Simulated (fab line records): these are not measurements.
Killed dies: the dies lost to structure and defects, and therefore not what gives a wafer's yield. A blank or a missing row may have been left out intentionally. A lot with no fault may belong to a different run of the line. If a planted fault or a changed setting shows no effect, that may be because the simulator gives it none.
fab line records    flow rit-cmos
[record] lots = 13  wafers = 39  last-day = 7
route steps=202 shown ACTIVE@4 FOX2@27 PWELL@48 NRETRO@63
lots that met no fault: from a run of the same line without faults
start-h: hours from the record's opening day to when the first of the lot's shown wafers began    wait-h: how many hours have passed since the lot's step before this one    " same as the row above    L1.1+2: several wafers, shown together as one row    - value missing, or start not given    * or withheld: withheld    < > ~ a bound
route shown NAME@n: names a module that has steps shown in the file, with the first one's number in the route    usual: the fault-free wafers' mean and standard deviation    same: alike in all rows    chamber/n: place in a boat    sites: readings site by site    _std_site: standard deviation of those values    _edge_site: mean of outer sites minus mean of inner sites    radius-mm: how far each site lies from the wafer's centre    mask NAME#n: copy n    behind: tool/chamber where the wafer was last shaped    hold: cause of the lot's hold/its duration in hours/its outcome    device: whichever transistor did not switch (one of n, p or np)    end of line: tests run on the same wafers once the route is complete    a step without rows: its recipe alone    killed: the dies lost at the first sort to structure and to defects; this is not the yield of the wafer    map: dies across one wafer; x = killed, . = not, _ = none there
set.NAME: setting as actually run; set.NAME@STEP: the setting as run at that earlier step    model.NAME: the simulator's own value behind a step, which no gauge read
steps of the route over a sample of lots; a table a step, a row a wafer
services: from which hour (start-h, from the record's first day; less than 0 if before it) a tool's chamber was out of use, for how many hours, and why
[[steps]]
[step RIT_ACTIVE_CVD_03]
[recipe] material = Si3N4  target-thk-nm = 150  temp-c = 810  precursor = SiH2Cl2/NH3  time-s = 1500  pressure-mtorr = 300  sih2cl2-flow-sccm = 60  nh3-flow-sccm = 150
[usual] spike-tc-source-C = 835/3.7  zone-power-load-pct = 20.4/1
lot.wafer  tool      chamber  start-h  wait-h  spike-tc-source-C  zone-power-load-pct
L676.1     lpcvd-02  0        12.11    0.1     834                18.7
L676.4     "         0        "        "       834                19.2
L676.5     "         0        "        "       835                18.8
L678.2     lpcvd-01  1        22.11    0.0     829                21.7
L678.4     "         1        "        "       830                21.7
L678.5     "         1        "        "       830                22.2
L680.1     lpcvd-01  1        32.11    0.1     829                21.6
L680.2     "         1        "        "       829                21.7
L680.3     "         1        "        "       830                22.0
L681.1     lpcvd-02  1        37.11    0.1     833                20.1
L681.3     "         1        "        "       833                20.0
L681.5     "         1        "        "       833                20.2
L687.2     lpcvd-02  1        67.11    0.0     834                19.9
L687.4     "         1        "        "       834                20.0
L687.6     "         1        "        "       831                20.0
L689.1     lpcvd-02  1        77.11    0.1     834                20.5
L689.4     "         1        "        "       834                19.8
L689.5     "         1        "        "       833                20.2
L693.2     lpcvd-02  0        97.11    0.0     837                19.2
L693.4     "         0        "        "       836                18.8
L693.6     "         0        "        "       833                18.8
L694.2     lpcvd-02  0        104.94   0.0     835                19.0
L694.3     "         0        "        "       834                19.1
L694.4     "         0        "        "       836                18.8
L695.4     lpcvd-01  1        108.59   0.4     830                22.2
L695.5     "         1        "        "       831                21.4
L695.6     "         1        "        "       830                21.5
L696.2     lpcvd-01  0        112.11   0.0     839                20.4
L696.4     "         0        "        "       838                20.8
L696.5     "         0        "        "       838                20.3
L697.3     lpcvd-02  1        118.67   0.0     833                19.9
L697.4     "         1        "        "       833                20.0
L697.5     "         1        "        "       834                20.4
L698.4     lpcvd-02  1        123.24   0.0     833                20.4
L698.5     "         1        "        "       834                20.4
L698.6     "         1        "        "       834                20.0
L699.2     lpcvd-01  0        127.44   0.0     839                20.8
L699.5     "         0        "        "       838                20.4
L699.6     "         0        "        "       840                20.3
[step RIT_ACTIVE_THK_MEAS_04]
[recipe] reads = Si3N4_of_ACTIVE_CVD_03
[usual] ACTIVE_NITRIDE_THK = 150.0/1.8
lot.wafer  tool           chamber  start-h  wait-h  ACTIVE_NITRIDE_THK[nm]
L676.1     film-metro-04  -        14.24    0.0     146.2
L676.4     "              -        "        "       147.1
L676.5     "              -        "        "       146.6
L678.2     film-metro-04  -        23.54    0.0     148.9
L678.4     "              -        "        "       148.8
L678.5     "              -        "        "       150.1
L680.1     film-metro-01  -        33.53    0.0     205.0
L680.2     "              -        "        "       204.3
L680.3     "              -        "        "       204.8
L681.1     film-metro-04  -        39.24    0.0     152.3
L681.3     "              -        "        "       152.5
L681.5     "              -        "        "       153.0
L687.2     film-metro-04  -        69.25    0.0     148.0
L687.4     "              -        "        "       148.7
L687.6     "              -        "        "       149.0
L689.1     film-metro-04  -        79.24    0.0     149.8
L689.4     "              -        "        "       148.0
L689.5     "              -        "        "       148.9
L693.2     film-metro-01  -        99.25    0.0     148.2
L693.4     "              -        "        "       149.9
L693.6     "              -        "        "       148.0
L694.2     film-metro-03  -        107.07   0.0     147.2
L694.3     "              -        "        "       148.3
L694.4     "              -        "        "       147.9
L695.4     film-metro-01  -        110.04   0.0     150.2
L695.5     "              -        "        "       149.8
L695.6     "              -        "        "       150.6
L696.2     film-metro-04  -        113.54   0.0     150.2
L696.4     "              -        "        "       149.9
L696.5     "              -        "        "       151.1
L697.3     film-metro-01  -        120.82   0.0     150.5
L697.4     "              -        "        "       149.3
L697.5     "              -        "        "       149.8
L698.4     film-metro-03  -        125.40   0.0     148.9
L698.5     "              -        "        "       147.8
L698.6     "              -        "        "       148.2
L699.2     film-metro-03  -        128.87   0.0     150.3
L699.5     "              -        "        "       152.1
L699.6     "              -        "        "       150.6
[step RIT_ACTIVE_ETCH_13]
[recipe] stop-on = SiO2  chemistry = SF6  target = Si3N4  time-s = 210  over-etch-frac = 0.4  SF6_flow_sccm = 200  pressure-mtorr = 260  rf-w = 125  target-depth-a = 2100
[usual] chamber-pressure-mTorr = 260.00/0.24  drypump-motor-current-A = 5.8/0.47  oes-product-au = 0.824/0.0099  throttle-valve-pct = 7.47/0.14
lot.wafer  tool         chamber  start-h  wait-h  chamber-pressure-mTorr  drypump-motor-current-A  oes-product-au  rf-hours-counter-h  throttle-valve-pct
L676.1     rie-diel-02  3        15.42    0.1     259.97                  5.6                      0.819           2                   7.25
L676.4     "            2        "        "       259.76                  6.6                      0.838           123                 7.33
L676.5     "            0        "        "       260.28                  5.5                      0.802           -                   7.39
L678.2     rie-diel-04  3        24.83    0.1     260.20                  6.5                      0.830           119                 7.48
L678.4     "            1        "        "       260.04                  5.9                      0.814           21                  7.39
L678.5     "            3        "        "       260.20                  6.4                      0.828           -                   7.47
L680.1     rie-diel-03  3        34.83    0.1     260.02                  5.3                      0.984           13                  7.53
L680.2     "            0        "        "       260.10                  5.8                      0.977           103                 7.57
L680.3     "            2        "        "       259.62                  5.1                      0.970           42                  7.72
L681.1     rie-diel-03  2        40.42    0.1     259.93                  5.1                      0.837           42                  7.71
L681.3     "            1        "        "       259.76                  6.3                      0.835           75                  7.53
L681.5     "            2        "        "       260.11                  5.1                      0.819           -                   7.70
L687.2     rie-diel-02  3        70.54    0.1     260.13                  5.7                      0.819           3                   7.25
L687.4     "            2        "        "       259.97                  6.5                      0.835           124                 7.34
L687.6     "            0        "        "       260.26                  5.5                      0.813           -                   7.39
L689.1     rie-diel-04  0        80.42    0.1     260.11                  5.2                      0.824           25                  7.61
L689.4     "            2        "        "       260.19                  5.6                      0.812           8                   7.29
L689.5     "            1        "        "       260.36                  6.0                      0.813           -                   7.38
L693.2     rie-diel-03  2        100.54   0.1     260.33                  5.0                      0.817           43                  7.73
L693.4     "            3        "        "       259.96                  5.3                      0.823           14                  7.52
L693.6     "            2        "        "       259.90                  5.1                      0.812           -                   7.72
L694.2     rie-diel-02  2        108.37   0.1     259.73                  6.6                      0.836           124                 7.33
L694.3     "            0        "        "       260.24                  5.5                      0.802           38                  7.40
L694.4     "            3        "        "       259.66                  5.7                      0.825           3                   7.24
L695.4     rie-diel-02  2        111.29   0.1     260.39                  6.6                      0.837           124                 7.33
L695.5     "            1        "        "       260.21                  5.8                      0.828           -                   7.52
L695.6     "            2        "        "       259.80                  6.6                      0.838           -                   7.34
L696.2     rie-diel-03  3        114.71   0.1     260.15                  5.4                      0.824           15                  7.50
L696.4     "            2        "        "       259.46                  5.1                      0.822           43                  7.71
L696.5     "            1        "        "       260.38                  6.3                      0.831           -                   7.52
L697.3     rie-diel-03  2        121.98   0.1     259.71                  5.1                      0.826           43                  7.71
L697.4     "            3        "        "       260.00                  5.3                      0.805           15                  7.51
L697.5     "            2        "        "       260.34                  5.1                      0.819           -                   7.70
L698.4     rie-diel-02  2        126.55   0.1     260.10                  6.5                      0.835           125                 7.32
L698.5     "            2        "        "       259.81                  6.6                      0.841           -                   7.34
L698.6     "            3        "        "       259.79                  5.6                      0.815           -                   7.24
L699.2     rie-diel-03  3        130.16   0.1     260.24                  5.3                      0.822           15                  7.51
L699.5     "            0        "        "       259.74                  5.8                      0.824           -                   7.56
L699.6     "            1        "        "       260.33                  6.3                      0.824           -                   7.53
[step RIT_FOX2_THK_MEAS_90]
[recipe] reads = SiO2_of_FOX2_OXIDATION_00
[usual] FIELD_OXIDE_LEFT_1_THK = 318/6.9
lot.wafer  tool           chamber  start-h  wait-h  FIELD_OXIDE_LEFT_1_THK[nm]
L676.1     film-metro-04  -        20.01    0.0     313
L676.4     "              -        "        "       317
L676.5     "              -        "        "       318
L678.2     film-metro-02  -        29.32    0.0     317
L678.4     "              -        "        "       319
L678.5     "              -        "        "       314
L680.1     film-metro-02  -        40.46    0.0     308
L680.2     "              -        "        "       308
L680.3     "              -        "        "       311
L681.1     film-metro-04  -        44.94    0.0     314
L681.3     "              -        "        "       316
L681.5     "              -        "        "       309
L687.2     film-metro-03  -        75.16    0.0     313
L687.4     "              -        "        "       322
L687.6     "              -        "        "       307
L689.1     film-metro-02  -        94.45    0.0     323
L689.4     "              -        "        "       322
L689.5     "              -        "        "       327
L693.2     film-metro-04  -        107.08   0.0     327
L693.4     "              -        "        "       324
L693.6     "              -        "        "       321
L694.2     film-metro-03  -        112.85   0.0     306
L694.3     "              -        "        "       305
L694.4     "              -        "        "       308
L695.4     film-metro-04  -        115.80   0.0     326
L695.5     "              -        "        "       326
L695.6     "              -        "        "       322
L696.2     film-metro-03  -        121.06   0.0     322
L696.4     "              -        "        "       322
L696.5     "              -        "        "       322
L697.3     film-metro-03  -        126.96   0.0     327
L697.4     "              -        "        "       326
L697.5     "              -        "        "       321
L698.4     film-metro-04  -        131.05   0.0     306
L698.5     "              -        "        "       313
L698.6     "              -        "        "       308
L699.2     film-metro-02  -        134.65   0.0     321
L699.5     "              -        "        "       319
L699.6     "              -        "        "       324
[step RIT_PWELL_STRIP_09]
[recipe] chemistry = O2  time-s = 180  resist = NOVOLAK  platen-temp-c = withheld  power-w = 500  pressure-mtorr = 4000  o2-flow-sccm = 4000
[usual] chamber-pressure-mTorr = 4000/3.7  drypump-motor-current-A = 5.8/0.31
lot.wafer  tool             chamber  start-h  wait-h  chamber-pressure-mTorr  drypump-motor-current-A  rf-hours-counter-h
L676.1     plasma-asher-01  0        23.17    0.1     4003                    5.6                      37
L676.4     "                1        "        "       4000                    5.9                      -
L676.5     "                0        "        "       4000                    5.6                      -
L678.2     plasma-asher-01  1        32.24    0.1     3996                    5.9                      38
L678.4     "                1        "        "       3999                    5.8                      -
L678.5     "                1        "        "       3998                    5.9                      -
L680.1     plasma-asher-03  0        43.51    0.1     3994                    5.2                      41
L680.2     "                1        "        "       3997                    6.1                      41
L680.3     "                0        "        "       4000                    5.2                      -
L681.1     plasma-asher-01  1        47.87    0.1     3994                    5.9                      40
L681.3     "                1        "        "       4005                    5.9                      -
L681.5     "                1        "        "       3994                    5.9                      -
L687.2     plasma-asher-03  1        78.20    0.1     3998                    6.1                      45
L687.4     "                1        "        "       4003                    6.1                      -
L687.6     "                1        "        "       4007                    6.1                      -
L689.1     plasma-asher-04  1        97.62    0.1     4001                    6.3                      46
L689.4     "                0        "        "       4002                    5.8                      -
L689.5     "                0        "        "       4008                    5.9                      -
L693.2     plasma-asher-01  0        109.99   0.1     4005                    5.6                      46
L693.4     "                0        "        "       4003                    5.6                      -
L693.6     "                1        "        "       3998                    5.9                      -
L694.2     plasma-asher-03  1        116.05   0.1     3999                    6.1                      48
L694.3     "                1        "        "       4004                    6.1                      -
L694.4     "                0        "        "       3998                    5.2                      -
L695.4     plasma-asher-01  0        119.00   0.1     4005                    5.5                      -
L695.5     "                1        "        "       3995                    5.9                      -
L695.6     "                0        "        "       4004                    5.6                      -
L696.2     plasma-asher-03  0        124.10   0.1     3999                    5.2                      49
L696.4     "                1        "        "       4000                    6.1                      -
L696.5     "                0        "        "       4004                    5.1                      -
L697.3     plasma-asher-01  1        130.07   0.1     3997                    5.9                      -
L697.4     "                0        "        "       3993                    5.6                      -
L697.5     "                1        "        "       4002                    5.9                      -
L698.4     plasma-asher-01  0        134.13   0.1     4009                    5.6                      -
L698.5     "                0        "        "       3998                    5.6                      -
L698.6     "                1        "        "       4003                    5.9                      -
L699.2     plasma-asher-01  0        137.92   0.1     3999                    5.5                      50
L699.5     "                0        "        "       3996                    5.6                      -
L699.6     "                1        "        "       4003                    5.9                      -
[step RIT_NRETRO_TW_MEAS_10]
[usual] NRETRO_TW = 1059/7.5
lot.wafer  tool           chamber  start-h  wait-h  NRETRO_TW
L676.1     film-metro-01  -        30.49    0.1     1058
L676.4     "              -        "        "       1058
L676.5     "              -        "        "       1054
L678.2     film-metro-01  -        39.56    0.1     1060
L678.4     "              -        "        "       1062
L678.5     "              -        "        "       1057
L680.1     film-metro-04  -        50.62    0.1     1069
L680.2     "              -        "        "       1070
L680.3     "              -        "        "       1064
L681.1     film-metro-03  -        55.04    0.1     1051
L681.3     "              -        "        "       1055
L681.5     "              -        "        "       1053
L687.2     film-metro-04  -        85.49    0.1     1063
L687.4     "              -        "        "       1069
L687.6     "              -        "        "       1066
L689.1     film-metro-04  -        104.67   0.1     1071
L689.4     "              -        "        "       1064
L689.5     "              -        "        "       1063
L693.2     film-metro-03  -        117.22   0.1     1050
L693.4     "              -        "        "       1054
L693.6     "              -        "        "       1049
L694.2     film-metro-03  -        124.07   0.1     1050
L694.3     "              -        "        "       1044
L694.4     "              -        "        "       1051
L695.4     film-metro-04  -        127.33   0.1     1062
L695.5     "              -        "        "       1065
L695.6     "              -        "        "       1068
L696.2     film-metro-03  -        132.02   0.1     1048
L696.4     "              -        "        "       1056
L696.5     "              -        "        "       1054
L697.3     film-metro-03  -        137.10   0.1     1048
L697.4     "              -        "        "       1047
L697.5     "              -        "        "       1044
L698.4     film-metro-01  -        141.39   0.1     1066
L698.5     "              -        "        "       1054
L698.6     "              -        "        "       1062
L699.2     film-metro-04  -        145.05   0.2     1062
L699.5     "              -        "        "       1064
L699.6     "              -        "        "       1063
[[services]]
tool             chamber  start-h  hours  kind
lpcvd-02         -        -9.96    0.3    repair
rie-diel-02      2        3.53     7.2    repair
rie-diel-03      0        10.58    2.5    repair
rie-diel-03      -        43.61    0.3    repair
rie-diel-04      -        44.32    1.1    repair
rie-diel-03      2        51.61    5.6    repair
plasma-asher-04  -        71.89    1.8    repair
rie-diel-04      1        72.82    5.1    repair
rie-diel-03      3        79.51    4.0    repair
plasma-asher-03  -        86.78    4.0    pm
rie-diel-02      -        94.44    2.3    repair
rie-diel-03      -        102.42   0.3    repair
plasma-asher-04  -        108.75   9.0    pm
plasma-asher-04  0        108.75   9.0    vent-cycle
plasma-asher-04  1        108.75   9.0    vent-cycle
rie-diel-02      3        116.31   9.5    repair
plasma-asher-04  0        117.75   -      clean
plasma-asher-04  1        117.75   -      clean
plasma-asher-04  -        126.51   5.2    repair
lpcvd-01         -        133.68   0.8    pm
rie-diel-04      0        134.61   20.5   repair
[[key]]
[first-sign] step = RIT_ACTIVE_THK_MEAS_04  reading = ACTIVE_NITRIDE_THK  direction = up  sigmas = 30  usual = 150.0  struck = 204.7
[effect] step = RIT_ACTIVE_ETCH_13  reading = oes-product-au  direction = up  sigmas = 15  usual = 0.824  struck = 0.977
met-at RIT_ACTIVE_CVD_03
struck-lots L680
struck-wafers L680.1,L680.2,L680.3
sort-left-out L680.1,L680.2,L680.3
tester-left-out L680
not-acting-at RIT_FOX2_THK_MEAS_90,RIT_PWELL_STRIP_09,RIT_NRETRO_TW_MEAS_10
onset-between 22.11 32.11
[fault] kind = process-parameter-drift  tool = lpcvd-01  chamber = 1  onset-h = 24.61  steps = RIT_ACTIVE_CVD_03  channel = target-thk-nm  offset = 52.521  shape = step  end-h = 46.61  acts-in = these-recipes-only  stated = 150
// tester-left-out: of these lots the tester's yield and bins aren't shown, on N5 and GAA mostly nor the transistor test; their killed dies are dies lost to structure and defects alone, not to doping, threshold or leakage, so they don't give the yield
// sort-left-out: the simulated sort isn't trusted on such a fault, so these wafers' sort isn't shown, and their yield isn't known
